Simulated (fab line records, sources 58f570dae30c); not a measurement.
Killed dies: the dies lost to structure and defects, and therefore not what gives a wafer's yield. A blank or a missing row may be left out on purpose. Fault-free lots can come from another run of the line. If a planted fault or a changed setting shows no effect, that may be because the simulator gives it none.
Which tool is to blame?    flow berkeleyCmos170    42 wafers from 14 lots sampled at 5 of the route's 331 steps

WHAT THE GAUGES SHOWED, per wafer
UCB170_SPACER_THK_MEAS_01.
lot   measured      on            SPACER_TEOS_THK (nm)
L305  day 7 15:26   filmMetro-04  371 378 380
L304  day 7 15:35   filmMetro-03  371 366 371
L306  day 8 00:35   filmMetro-04  372 371 383
L307  day 8 01:34   filmMetro-01  368 375 377
L313  day 9 09:43   filmMetro-01  372 376 385
L311  day 9 10:08   filmMetro-04  372 376 372
L312  day 9 10:23   filmMetro-01  367 365 375
L314  day 9 20:39   filmMetro-03  373 383 380
L315  day 9 20:24   filmMetro-03  374 374 383
L316  day 10 13:06  filmMetro-03  373 372 381
L317  day 10 13:25  filmMetro-04  383 374 376
L318  day 10 13:58  filmMetro-01  371 370 376
L319  day 11 03:32  filmMetro-03  413 422 419
L320  day 11 03:45  filmMetro-03  412 417 416

UCB170_SILICIDE_THK_MEAS_03: measures by xrf.
lot   measured      on            SILICIDE_TI_THK (nm)
L305  day 8 05:04   filmMetro-03  29.8 29.7 29.7
L304  day 8 02:55   filmMetro-03  30.0 30.6 31.0
L306  day 8 12:40   filmMetro-03  30.1 29.9 30.3
L307  day 8 12:22   filmMetro-02  31.1 30.5 30.7
L313  day 9 22:22   filmMetro-02  30.7 31.5 31.1
L311  day 9 22:13   filmMetro-03  30.7 30.3 30.5
L312  day 10 00:53  filmMetro-03  30.7 30.1 30.3
L314  day 10 10:16  filmMetro-04  31.0 31.1 30.8
L315  day 10 10:16  filmMetro-03  30.2 30.6 30.2
L316  day 11 04:07  filmMetro-03  30.7 30.0 30.1
L317  day 11 04:16  filmMetro-02  30.3 30.8 30.6
L318  day 11 04:09  filmMetro-04  30.4 30.8 30.2
L319  day 11 15:00  filmMetro-03  30.6 30.4 30.8
L320  day 11 14:50  filmMetro-02  31.5 30.9 30.8

TOOL THAT RAN EACH LOT (tool first, then ch and the chambers of the sampled wafers, then the start)
lot   UCB170_NLDD_STRIP_10                 UCB170_SPACER_CVD_00             UCB170_SPACER_ETCHBACK_03
L305  plasmaAsher-02 ch 0,1, day 7 15:04   pecvd-04 ch 0,1, day 7 15:22     rieDiel-03 ch 0,1, day 7 21:15
L304  plasmaAsher-03 ch 0,1, day 7 15:11   pecvd-03 ch 0,2, day 7 15:32     rieDiel-02 ch 0,2,3, day 7 21:15
L306  plasmaAsher-03 ch 0,1, day 8 00:11   pecvd-03 ch 0,2, day 8 00:32     rieDiel-03 ch 0,1, day 8 06:58
L307  plasmaAsher-02 ch 0,1, day 8 00:55   pecvd-04 ch 0,1, day 8 01:31     rieDiel-02 ch 0,3, day 8 06:58
L313  plasmaAsher-04 ch 0,1, day 9 09:20   pecvd-01 ch 0,2, day 9 09:41     rieDiel-03 ch 1,2, day 9 16:51
L311  plasmaAsher-03 ch 0,1, day 9 09:46   pecvd-04 ch 0,1,2, day 9 10:04   rieDiel-02 ch 1,2,3, day 9 16:51
L312  plasmaAsher-04 ch 0,1, day 9 10:01   pecvd-03 ch 0,1, day 9 10:20     rieDiel-04 ch 1,2, day 9 16:55
L314  plasmaAsher-04 ch 0,1, day 9 19:45   pecvd-03 ch 0,1,2, day 9 20:37   rieDiel-03 ch 0,1,3, day 10 03:41
L315  plasmaAsher-03 ch 0,1, day 9 20:02   pecvd-04 ch 0,1,2, day 9 20:22   rieDiel-04 ch 1,3, day 10 03:41
L316  plasmaAsher-03 ch 0,1, day 10 12:43  pecvd-03 ch 0,1,2, day 10 13:04  rieDiel-02 ch 1,2,3, day 10 20:31
L317  plasmaAsher-02 ch 0,1, day 10 13:02  pecvd-01 ch 0,1,2, day 10 13:21  rieDiel-04 ch 0,1,2, day 10 20:31
L318  plasmaAsher-04 ch 0,1, day 10 13:34  pecvd-04 ch 0,1, day 10 13:55    rieDiel-03 ch 1,2,3, day 10 20:31
L319  plasmaAsher-03 ch 0,1, day 11 03:04  pecvd-03 ch 0,1, day 11 03:28    rieDiel-04 ch 0,1,3, day 11 09:12
L320  plasmaAsher-02 ch 1, day 11 03:20    pecvd-03 ch 0,2, day 11 03:40    rieDiel-03 ch 1,3, day 11 09:12
- UCB170_NLDD_STRIP_10: strips in O2.
- UCB170_SPACER_CVD_00: deposits SiO2 from TEOS/O2, target thk 376 nm, time 47 s.
- UCB170_SPACER_ETCHBACK_03: etches SiO2 in CHF3/CF4/Ar, stops on Si, target depth 376 nm, time 100 s.

AS READ BY THE TOOLS THEMSELVES (means over the sampled wafers that have a number; for cases with no such wafer, the mark the record gives instead)
UCB170_NLDD_STRIP_10.
lot   tool            drypumpMotorCurrentA (A)  oesProductAu (a.u.)  stripTimeToEndpointS (s)
L305  plasmaAsher-02  5.49                      0.736                21.52
L304  plasmaAsher-03  5.48                      0.734                21.62
L306  plasmaAsher-03  5.33                      0.732                21.64
L307  plasmaAsher-02  5.48                      0.734                21.59
L313  plasmaAsher-04  5.64                      0.734                21.60
L311  plasmaAsher-03  5.34                      0.731                21.59
L312  plasmaAsher-04  5.66                      0.734                21.62
L314  plasmaAsher-04  5.80                      0.741                21.67
L315  plasmaAsher-03  5.47                      0.733                21.55
L316  plasmaAsher-03  5.32                      0.733                21.58
L317  plasmaAsher-02  5.66                      0.730                21.73
L318  plasmaAsher-04  5.80                      0.737                21.55
L319  plasmaAsher-03  5.36                      0.731                21.60
L320  plasmaAsher-02  5.31                      0.730                21.56

UCB170_SPACER_CVD_00.
lot   tool      heaterPowerW (W)  runLengthS (s)
L305  pecvd-04  243               75.1
L304  pecvd-03  382               74.7
L306  pecvd-03  329               74.5
L307  pecvd-04  290               74.8
L313  pecvd-01  265               75.3
L311  pecvd-04  263               75.1
L312  pecvd-03  368               75.3
L314  pecvd-03  364               74.7
L315  pecvd-04  254               75.2
L316  pecvd-03  340               74.9
L317  pecvd-01  278               75.3
L318  pecvd-04  290               74.9
L319  pecvd-03  350               80.6
L320  pecvd-03  323               80.1

UCB170_SPACER_ETCHBACK_03.
lot   tool        drypumpMotorCurrentA (A)  oesProductAu (a.u.)  throttleValvePct (%)
L305  rieDiel-03  6.0                       0.902                6.46
L304  rieDiel-02  5.4                       0.890                6.53
L306  rieDiel-03  5.7                       0.893                6.37
L307  rieDiel-02  5.4                       0.900                6.52
L313  rieDiel-03  6.2                       0.907                6.55
L311  rieDiel-02  5.4                       0.893                6.55
L312  rieDiel-04  5.7                       0.903                6.46
L314  rieDiel-03  5.7                       0.892                6.41
L315  rieDiel-04  5.6                       0.897                6.44
L316  rieDiel-02  5.4                       0.896                6.56
L317  rieDiel-04  5.8                       0.904                6.41
L318  rieDiel-03  5.9                       0.892                6.51
L319  rieDiel-04  5.7                       0.973                6.42
L320  rieDiel-03  6.0                       0.960                6.49

THE ANSWER, worked out from the rows above alone
Rule: what is usual is taken from the lots themselves. The widest of any qualifying gaps counts: lots, ordered by their means at a reading, are off when they make up no more than a third of the lots, leave a main group of 4 or more, and stand apart from it by 3 or more times the standard deviation of that group's means. A main group whose means are all the same, to the digits that the tables above print for the reading, isn't used. A lot without any number at a reading at which 4 lots or more have one is off too. The other lots that the step has rows for count as sound. The gauges are gone through in route order, then the tools' own readings, and for those a lot's mean is taken as printed above. At the first step where some lot is off, the reading lying furthest off is the one used; lots without a number count as furthest.
Off: L319, L320, seen at UCB170_SPACER_THK_MEAS_01 (SPACER_TEOS_THK). The main group has a mean of 375 nm with a standard deviation of 3.1.
A tool fits if, at a process step before that reading, it ran every lot that is off, and no sound lot after the first of them. Not tried: the gauges at UCB170_SPACER_THK_MEAS_01; whatever is off there is also off at UCB170_SPACER_CVD_00, on other tools, and gauge error can't account for it. One candidate fits, namely pecvd-03 at UCB170_SPACER_CVD_00. A fault onset in the window from L316 (day 10 13:04, its last sound lot) to L319 (day 11 03:28, its first lot off) fits.
The tool's own readings at UCB170_SPACER_CVD_00 bear it out: on the lots that are off they differ by more than 5 times the standard deviation of the sound lots' means. runLengthS reads 80.3 s there against 75.0 s on the sound lots.

WHAT WAS PUT IN BY THE SIMULATOR
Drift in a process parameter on pecvd-03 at UCB170_SPACER_CVD_00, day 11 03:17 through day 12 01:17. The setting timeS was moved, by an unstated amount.
Struck lots among those shown: L319, L320. This agrees with what the rule above found.
